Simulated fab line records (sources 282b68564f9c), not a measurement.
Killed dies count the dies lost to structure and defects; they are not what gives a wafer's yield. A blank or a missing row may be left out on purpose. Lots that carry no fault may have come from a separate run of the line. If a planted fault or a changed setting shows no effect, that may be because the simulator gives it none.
fab line records / flow rit_cmos
record lots=14 wafers=42 last_day=7
route steps=202 shown SDANNEAL@155 M1@202
lots with no fault: from the same line, run without faults
start_h: hours from the record's opening day to when the first of the lot's shown wafers began / wait_h: how many hours have passed since the lot's step before this one / " as in the row above / L1.1+2: several wafers, shown together as one row / - no value present, or no start provided / * or withheld: withheld / < > ~ a bound
route shown NAME@n: names a module that has steps shown in the file, with the first one's number in the route / usual: mean and standard deviation over wafers with no fault / same: alike in all rows / chamber/n: place in a boat / sites: readings site by site / _std_site: standard deviation of those values / _edge_site: the outer-site mean with the inner-site mean subtracted / radius_mm: for every site, how far away it sits from the centre of the wafer / mask NAME#n: copy n / behind: tool/chamber where the wafer was last shaped / hold: cause of the lot's hold/its duration in hours/its outcome / device: the transistor (n, p or np) that didn't switch / end of line: the route-end tests of the same wafers / a step with no rows: only its recipe / killed: count of dies lost to structure and defects at first sort (not the wafer's yield) / map: shows each die of a wafer: x if killed, . if not, _ if none is there
set.NAME: the setting that was run; set.NAME@STEP: the one run at that earlier step / model.NAME: the simulator's own value behind a step, which no gauge read
steps of the route over a sample of lots; a table a step, a row a wafer
services: a tool's chamber out of use, with start hour (start_h, from the record's first day; less than 0 if before it), hours out, and reason
## steps
# step RIT_SDANNEAL_CLEAN_02
# recipe chemistry=SC2 mix=3:3:50 time_s=600 temp_c=75 dry=n2_spin
# usual bath_guard_temp_C=74.7/0.56 bath_heat_duty_pct=14.5/1.6 run_length_s=629/3.9
lot.wafer=L217.1 tool=wet_bench-02 chamber=0 start_h=50.70 wait_h=0.0 bath_guard_temp_C=73.9 bath_heat_duty_pct=16.0 run_length_s=632
lot.wafer=L217.3 tool=wet_bench-02 chamber=0 start_h=50.70 wait_h=0.0 bath_guard_temp_C=74.0 bath_heat_duty_pct=15.7 run_length_s=632
lot.wafer=L217.5 tool=wet_bench-02 chamber=0 start_h=50.70 wait_h=0.0 bath_guard_temp_C=73.8 bath_heat_duty_pct=16.8 run_length_s=632
lot.wafer=L218.1 tool=wet_bench-02 chamber=3 start_h=55.55 wait_h=0.0 bath_guard_temp_C=73.8 bath_heat_duty_pct=14.5 run_length_s=633
lot.wafer=L218.2 tool=wet_bench-02 chamber=3 start_h=55.55 wait_h=0.0 bath_guard_temp_C=73.9 bath_heat_duty_pct=13.0 run_length_s=633
lot.wafer=L218.4 tool=wet_bench-02 chamber=3 start_h=55.55 wait_h=0.0 bath_guard_temp_C=73.9 bath_heat_duty_pct=14.0 run_length_s=633
lot.wafer=L219.2 tool=wet_bench-01 chamber=2 start_h=60.47 wait_h=0.0 bath_guard_temp_C=75.4 bath_heat_duty_pct=14.0 run_length_s=625
lot.wafer=L219.3 tool=wet_bench-01 chamber=2 start_h=60.47 wait_h=0.0 bath_guard_temp_C=74.8 bath_heat_duty_pct=12.7 run_length_s=625
lot.wafer=L219.4 tool=wet_bench-01 chamber=2 start_h=60.47 wait_h=0.0 bath_guard_temp_C=75.0 bath_heat_duty_pct=12.6 run_length_s=625
lot.wafer=L220.1 tool=wet_bench-01 chamber=2 start_h=68.55 wait_h=0.0 bath_guard_temp_C=75.3 bath_heat_duty_pct=13.6 run_length_s=634
lot.wafer=L220.4 tool=wet_bench-01 chamber=2 start_h=68.55 wait_h=0.0 bath_guard_temp_C=75.2 bath_heat_duty_pct=13.3 run_length_s=634
lot.wafer=L220.6 tool=wet_bench-01 chamber=2 start_h=68.55 wait_h=0.0 bath_guard_temp_C=75.0 bath_heat_duty_pct=13.7 run_length_s=634
lot.wafer=L222.2 tool=wet_bench-01 chamber=2 start_h=75.45 wait_h=0.0 bath_guard_temp_C=75.1 bath_heat_duty_pct=13.5 run_length_s=626
lot.wafer=L222.3 tool=wet_bench-01 chamber=2 start_h=75.45 wait_h=0.0 bath_guard_temp_C=75.0 bath_heat_duty_pct=12.3 run_length_s=626
lot.wafer=L222.5 tool=wet_bench-01 chamber=2 start_h=75.45 wait_h=0.0 bath_guard_temp_C=75.2 bath_heat_duty_pct=13.8 run_length_s=626
lot.wafer=L223.2 tool=wet_bench-01 chamber=2 start_h=79.83 wait_h=0.0 bath_guard_temp_C=75.3 bath_heat_duty_pct=13.4 run_length_s=633
lot.wafer=L223.3 tool=wet_bench-01 chamber=2 start_h=79.83 wait_h=0.0 bath_guard_temp_C=75.0 bath_heat_duty_pct=13.4 run_length_s=633
lot.wafer=L223.4 tool=wet_bench-01 chamber=2 start_h=79.83 wait_h=0.0 bath_guard_temp_C=75.1 bath_heat_duty_pct=13.2 run_length_s=633
lot.wafer=L226.1 tool=wet_bench-02 chamber=3 start_h=95.77 wait_h=0.0 bath_guard_temp_C=73.8 bath_heat_duty_pct=13.5 run_length_s=625
lot.wafer=L226.2 tool=wet_bench-02 chamber=3 start_h=95.77 wait_h=0.0 bath_guard_temp_C=73.8 bath_heat_duty_pct=13.3 run_length_s=625
lot.wafer=L226.4 tool=wet_bench-02 chamber=3 start_h=95.77 wait_h=0.0 bath_guard_temp_C=74.1 bath_heat_duty_pct=13.9 run_length_s=625
lot.wafer=L227.2 tool=wet_bench-04 chamber=1 start_h=99.09 wait_h=0.0 bath_guard_temp_C=74.5 bath_heat_duty_pct=13.5 run_length_s=635
lot.wafer=L227.3 tool=wet_bench-04 chamber=1 start_h=99.09 wait_h=0.0 bath_guard_temp_C=74.6 bath_heat_duty_pct=13.8 run_length_s=635
lot.wafer=L227.4 tool=wet_bench-04 chamber=1 start_h=99.09 wait_h=0.0 bath_guard_temp_C=74.5 bath_heat_duty_pct=13.6 run_length_s=635
lot.wafer=L229.2 tool=wet_bench-01 chamber=3 start_h=110.96 wait_h=0.0 bath_guard_temp_C=74.8 bath_heat_duty_pct=12.8 run_length_s=663
lot.wafer=L229.4 tool=wet_bench-01 chamber=3 start_h=110.96 wait_h=0.0 bath_guard_temp_C=75.0 bath_heat_duty_pct=12.9 run_length_s=663
lot.wafer=L229.5 tool=wet_bench-01 chamber=3 start_h=110.96 wait_h=0.0 bath_guard_temp_C=74.8 bath_heat_duty_pct=13.5 run_length_s=663
lot.wafer=L230.2 tool=wet_bench-02 chamber=1 start_h=116.18 wait_h=0.0 bath_guard_temp_C=75.4 bath_heat_duty_pct=15.7 run_length_s=624
lot.wafer=L230.3 tool=wet_bench-02 chamber=1 start_h=116.18 wait_h=0.0 bath_guard_temp_C=75.1 bath_heat_duty_pct=16.1 run_length_s=624
lot.wafer=L230.4 tool=wet_bench-02 chamber=1 start_h=116.18 wait_h=0.0 bath_guard_temp_C=75.3 bath_heat_duty_pct=16.0 run_length_s=624
lot.wafer=L233.1 tool=wet_bench-01 chamber=0 start_h=128.46 wait_h=0.0 bath_guard_temp_C=75.1 bath_heat_duty_pct=14.7 run_length_s=663
lot.wafer=L233.3 tool=wet_bench-01 chamber=0 start_h=128.46 wait_h=0.0 bath_guard_temp_C=74.9 bath_heat_duty_pct=12.9 run_length_s=663
lot.wafer=L233.5 tool=wet_bench-01 chamber=0 start_h=128.46 wait_h=0.0 bath_guard_temp_C=75.3 bath_heat_duty_pct=14.5 run_length_s=663
lot.wafer=L237.2 tool=wet_bench-04 chamber=1 start_h=149.76 wait_h=0.0 bath_guard_temp_C=74.6 bath_heat_duty_pct=13.4 run_length_s=626
lot.wafer=L237.3 tool=wet_bench-04 chamber=1 start_h=149.76 wait_h=0.0 bath_guard_temp_C=75.3 bath_heat_duty_pct=13.2 run_length_s=626
lot.wafer=L237.6 tool=wet_bench-04 chamber=1 start_h=149.76 wait_h=0.0 bath_guard_temp_C=74.9 bath_heat_duty_pct=13.7 run_length_s=626
lot.wafer=L238.1 tool=wet_bench-04 chamber=2 start_h=154.66 wait_h=0.0 bath_guard_temp_C=75.3 bath_heat_duty_pct=16.6 run_length_s=628
lot.wafer=L238.2 tool=wet_bench-04 chamber=2 start_h=154.66 wait_h=0.0 bath_guard_temp_C=75.3 bath_heat_duty_pct=19.3 run_length_s=628
lot.wafer=L238.5 tool=wet_bench-04 chamber=2 start_h=154.66 wait_h=0.0 bath_guard_temp_C=75.2 bath_heat_duty_pct=18.5 run_length_s=628
lot.wafer=L239.1 tool=wet_bench-04 chamber=2 start_h=158.30 wait_h=0.0 bath_guard_temp_C=75.2 bath_heat_duty_pct=18.4 run_length_s=626
lot.wafer=L239.2 tool=wet_bench-04 chamber=2 start_h=158.30 wait_h=0.0 bath_guard_temp_C=75.1 bath_heat_duty_pct=16.9 run_length_s=626
lot.wafer=L239.6 tool=wet_bench-04 chamber=2 start_h=158.30 wait_h=0.0 bath_guard_temp_C=75.1 bath_heat_duty_pct=18.0 run_length_s=626
# step RIT_M1_PROBE_99
# usual killed_at_contacts=0.1/0.32 killed_at_front_end=7/3 killed_dies=7/3 killed_open=3.4/2.2 killed_short=3.3/1.8
# same gross_dies=264 killed_at_M0_to_M3=0 killed_at_M4_up=0 killed_at_back_side=0 killed_at_other=0
lot.wafer=L222.2 tool=prober-02 chamber=- start_h=83.12 wait_h=0.1 killed_at_contacts=0 killed_at_front_end=12 killed_dies=12 killed_open=3 killed_short=9
lot.wafer=L222.3 tool=prober-02 chamber=- start_h=83.17 wait_h=0.2 killed_at_contacts=0 killed_at_front_end=8 killed_dies=8 killed_open=8 killed_short=0
lot.wafer=L222.5 tool=prober-02 chamber=- start_h=83.27 wait_h=0.2 killed_at_contacts=0 killed_at_front_end=5 killed_dies=5 killed_open=3 killed_short=2
lot.wafer=L227.2 tool=prober-01 chamber=- start_h=106.75 wait_h=0.1 killed_at_contacts=0 killed_at_front_end=3 killed_dies=3 killed_open=1 killed_short=2
lot.wafer=L227.3 tool=prober-01 chamber=- start_h=106.80 wait_h=0.2 killed_at_contacts=0 killed_at_front_end=4 killed_dies=4 killed_open=3 killed_short=1
lot.wafer=L227.4 tool=prober-01 chamber=- start_h=106.85 wait_h=0.2 killed_at_contacts=0 killed_at_front_end=4 killed_dies=4 killed_open=2 killed_short=2
lot.wafer=L229.2 tool=prober-01 chamber=- start_h=119.56 wait_h=0.1 killed_at_contacts=0 killed_at_front_end=5 killed_dies=5 killed_open=5 killed_short=0
lot.wafer=L229.4 tool=prober-01 chamber=- start_h=119.66 wait_h=0.2 killed_at_contacts=0 killed_at_front_end=4 killed_dies=4 killed_open=1 killed_short=3
lot.wafer=L229.5 tool=prober-01 chamber=- start_h=119.71 wait_h=0.2 killed_at_contacts=0 killed_at_front_end=7 killed_dies=7 killed_open=3 killed_short=4
lot.wafer=L230.2 tool=prober-02 chamber=- start_h=123.87 wait_h=0.1 killed_at_contacts=0 killed_at_front_end=8 killed_dies=8 killed_open=5 killed_short=3
lot.wafer=L230.3 tool=prober-02 chamber=- start_h=123.92 wait_h=0.2 killed_at_contacts=0 killed_at_front_end=4 killed_dies=4 killed_open=2 killed_short=2
lot.wafer=L230.4 tool=prober-02 chamber=- start_h=123.97 wait_h=0.2 killed_at_contacts=0 killed_at_front_end=7 killed_dies=7 killed_open=4 killed_short=3
lot.wafer=L233.1 tool=prober-01 chamber=- start_h=136.07 wait_h=0.1 killed_at_contacts=0 killed_at_front_end=10 killed_dies=10 killed_open=7 killed_short=3
lot.wafer=L233.3 tool=prober-01 chamber=- start_h=136.17 wait_h=0.2 killed_at_contacts=0 killed_at_front_end=1 killed_dies=1 killed_open=1 killed_short=0
lot.wafer=L233.5 tool=prober-01 chamber=- start_h=136.27 wait_h=0.2 killed_at_contacts=0 killed_at_front_end=4 killed_dies=4 killed_open=3 killed_short=1
lot.wafer=L239.1 tool=prober-01 chamber=- start_h=165.76 wait_h=0.1 killed_at_contacts=0 killed_at_front_end=6 killed_dies=6 killed_open=3 killed_short=3
lot.wafer=L239.2 tool=prober-01 chamber=- start_h=165.81 wait_h=0.1 killed_at_contacts=0 killed_at_front_end=6 killed_dies=6 killed_open=1 killed_short=5
lot.wafer=L239.6 tool=prober-01 chamber=- start_h=166.01 wait_h=0.2 killed_at_contacts=0 killed_at_front_end=9 killed_dies=9 killed_open=4 killed_short=5
# killed by level:class
L222.2 GATE:geometric_particle:short=4 REOX:geometric_particle:short=3 FOX2:geometric_particle:short=2 GATE:geometric_particle:open=2 FOX1:geometric_particle:open=1
L222.3 GATE:geometric_particle:open=6 FOX2:geometric_particle:open=1 SILICIDE:geometric_particle:open=1
L222.5 REOX:geometric_particle:open=2 GATE:geometric_particle:open=1 GATE:geometric_particle:short=1 REOX:geometric_particle:short=1
L227.2 FOX1:geometric_particle:short=1 GATE:geometric_particle:open=1 SPACER:geometric_particle:short=1
L227.3 GATE:geometric_particle:open=1 REOX:geometric_particle:open=1 SILICIDE:geometric_particle:open=1 SILICIDE:geometric_particle:short=1
L227.4 GATE:geometric_particle:open=2 GATE:geometric_particle:short=1 SPACER:geometric_particle:short=1
L229.2 FOX2:geometric_particle:open=2 FOX1:geometric_particle:open=1 GATE:geometric_particle:open=1 SPACER:geometric_particle:open=1
L229.4 GATE:geometric_particle:short=1 REOX:geometric_particle:short=1 SPACER:geometric_particle:short=1 SILICIDE:geometric_particle:open=1
L229.5 GATE:geometric_particle:open=3 GATE:geometric_particle:short=2 FOX1:geometric_particle:short=1 REOX:geometric_particle:short=1
L230.2 GATE:geometric_particle:open=3 FOX1:geometric_particle:open=2 GATE:geometric_particle:short=2 FOX1:geometric_particle:short=1
L230.3 FOX1:geometric_particle:short=2 FOX1:geometric_particle:open=1 GATE:geometric_particle:open=1
L230.4 GATE:geometric_particle:open=3 FOX1:geometric_particle:short=1 FOX2:geometric_particle:short=1 GATE:geometric_particle:short=1 REOX:geometric_particle:open=1
L233.1 GATE:geometric_particle:open=3 SPACER:geometric_particle:short=2 SILICIDE:geometric_particle:open=2 FOX1:geometric_particle:open=1 GATE:geometric_particle:short=1 SPACER:geometric_particle:open=1
L233.3 GATE:geometric_particle:open=1
L233.5 GATE:geometric_particle:open=2 GATE:geometric_particle:short=1 SPACER:geometric_particle:open=1
L239.1 GATE:geometric_particle:open=2 GATE:geometric_particle:short=2 FOX1:geometric_particle:short=1 SILICIDE:geometric_particle:open=1
L239.2 SPACER:geometric_particle:short=2 SILICIDE:geometric_particle:short=2 GATE:geometric_particle:open=1 GATE:geometric_particle:short=1
L239.6 FOX1:geometric_particle:open=2 GATE:geometric_particle:short=2 REOX:geometric_particle:open=2 SILICIDE:geometric_particle:short=2 REOX:geometric_particle:short=1
## services
tool=wet_bench-02 chamber=- start_h=60.44 hours=1.3 kind=repair
tool=wet_bench-02 chamber=- start_h=86.55 hours=1.9 kind=pm
## key
first_sign step=RIT_SDANNEAL_CLEAN_02 reading=run_length_s direction=up sigmas=8.8 usual=* struck=*
effect none on later readings
met_at RIT_SDANNEAL_CLEAN_02
struck_lots L229,L233
tester_left_out L229,L233
onset_between 79.83 110.96
fault kind=process_parameter_drift tool=wet_bench-01 chamber=- onset_h=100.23 steps=RIT_SDANNEAL_CLEAN_02 channel=time_s offset=* shape=step end_h=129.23 acts_in=* stated=*
# tester_left_out: of these lots the tester's yield and bins aren't shown, on N5 and GAA mostly nor the transistor test; their killed dies are dies lost to structure and defects alone, not to doping, threshold or leakage, so they don't give the yield
